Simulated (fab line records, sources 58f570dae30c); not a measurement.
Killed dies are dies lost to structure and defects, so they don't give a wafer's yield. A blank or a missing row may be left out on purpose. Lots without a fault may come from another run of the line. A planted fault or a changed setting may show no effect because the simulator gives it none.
Problem report in the 8D (eight disciplines) form, filled by code | flow berkeley_cmos170 | the parts of the form that need people (team, actions taken, sign-off) are left out

1. THE PROBLEM
CONTACT_PSG_THK at UCB170_CONTACT_THK_MEAS_02 reads a mean of 626 nm on 6 wafers of 2 lots; wafers without a fault read 704 nm with a standard deviation of 6.7. That is -12 standard deviations from the usual mean.
First seen on wafer L313.2, day 9 07:32, on film_metro-01. The record holds 39 wafers of 13 lots with a number at this step. Rule for "out", or "out of limits": more than 4 standard deviations from the usual mean. The other wafers with a number count as sound.

2. WHAT IT IS AND WHAT IT IS NOT
question                    | is                           | is not
which readings at this step | CONTACT_PSG_THK              | -
which lots                  | L313, L314                   | L302, L303, L304, L305, L306, L308, L309, L310, L311, L312, L322
which wafers of those lots  | all that have a number       | -
read on which gauges        | film_metro-01, film_metro-03 | film_metro-02
when                        | from day 9 07:32             | up to then (30 sound wafers); but 3 sound wafers of L322 came after

3. SUSPECTS, AND WHAT RULES EACH OUT
Counting: a tool at a process step up to the reading stays a suspect if it ran every lot that is out and no sound lot after the first of them.
- the gauge at UCB170_CONTACT_THK_MEAS_02: ruled out. The wafers that are out were read on 2 gauges (film_metro-01, film_metro-03).
- plasma_asher-01 at UCB170_NSD_STRIP_09 (strips in O2): kept. It ran every lot that is out, first L313 (day 8 22:23), and no sound lot after that; its last sound lot up to then is L311 (day 8 08:53).
- lpcvd-02 at UCB170_CONTACT_CVD_01 (deposits PSG from SiH4/O2/PH3, target thk 700 nm, time 2820 s): kept. It ran every lot that is out, first L313 (day 9 04:51), and no sound lot after that; its last sound lot up to then is L311 (day 8 15:07). Its own readings are out on those wafers: pressure_mtorr.
Left after counting: plasma_asher-01 at UCB170_NSD_STRIP_09, lpcvd-02 at UCB170_CONTACT_CVD_01.

4. THE CAUSE (what the simulator had put in)
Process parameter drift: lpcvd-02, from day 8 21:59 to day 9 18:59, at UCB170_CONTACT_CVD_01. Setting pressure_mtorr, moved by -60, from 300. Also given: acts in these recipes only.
Counting left 2 suspects, and this tool is among them.

5. THE CHAIN OF EFFECTS, in route order
Each row: a reading whose mean over the struck wafers that have a number lies more than 3 standard deviations from the usual. Only readings for which the record gives a usual standard deviation are gone through. hours: the time from each lot's start at the first step in this table that gives one to its start at this step, as a median over the lots. sigmas: the change in usual standard deviations.
hours | step                       | reading         | usual       | on struck wafers | change | sigmas
0     | UCB170_CONTACT_CVD_01      | pressure_mtorr  | 299.9 mTorr | 240.1            | -59.8  | -95
3     | UCB170_CONTACT_THK_MEAS_02 | CONTACT_PSG_THK | 704 nm      | 626              | -78    | -12
-     | UCB170_CONTACT_ETCH_18     | oes_product_au  | 0.902 a.u.  | 0.842            | -0.060 | -4.3
The process steps in it:
- UCB170_CONTACT_CVD_01: deposits PSG from SiH4/O2/PH3, target thk 700 nm, time 2820 s.
- UCB170_CONTACT_ETCH_18: etches PSG in CHF3/CF4/Ar, stops on TiSi2, target depth 840 nm, time 195 s.

6. WHAT WOULD HAVE CAUGHT IT SOONER
In this record the first reading out of limits at a measuring or inspecting step was taken at day 9 07:32, 10 hours after the fault began at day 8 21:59.
The tool's own readings at UCB170_CONTACT_CVD_01 were out on every struck wafer that the step has a row for (pressure_mtorr): an alarm limit on them would have fired on the first of those.
Of the lots that are out (2), L314 began UCB170_CONTACT_CVD_01 on lpcvd-02 after day 9 07:32. A hold on the tool at that time would have spared it.
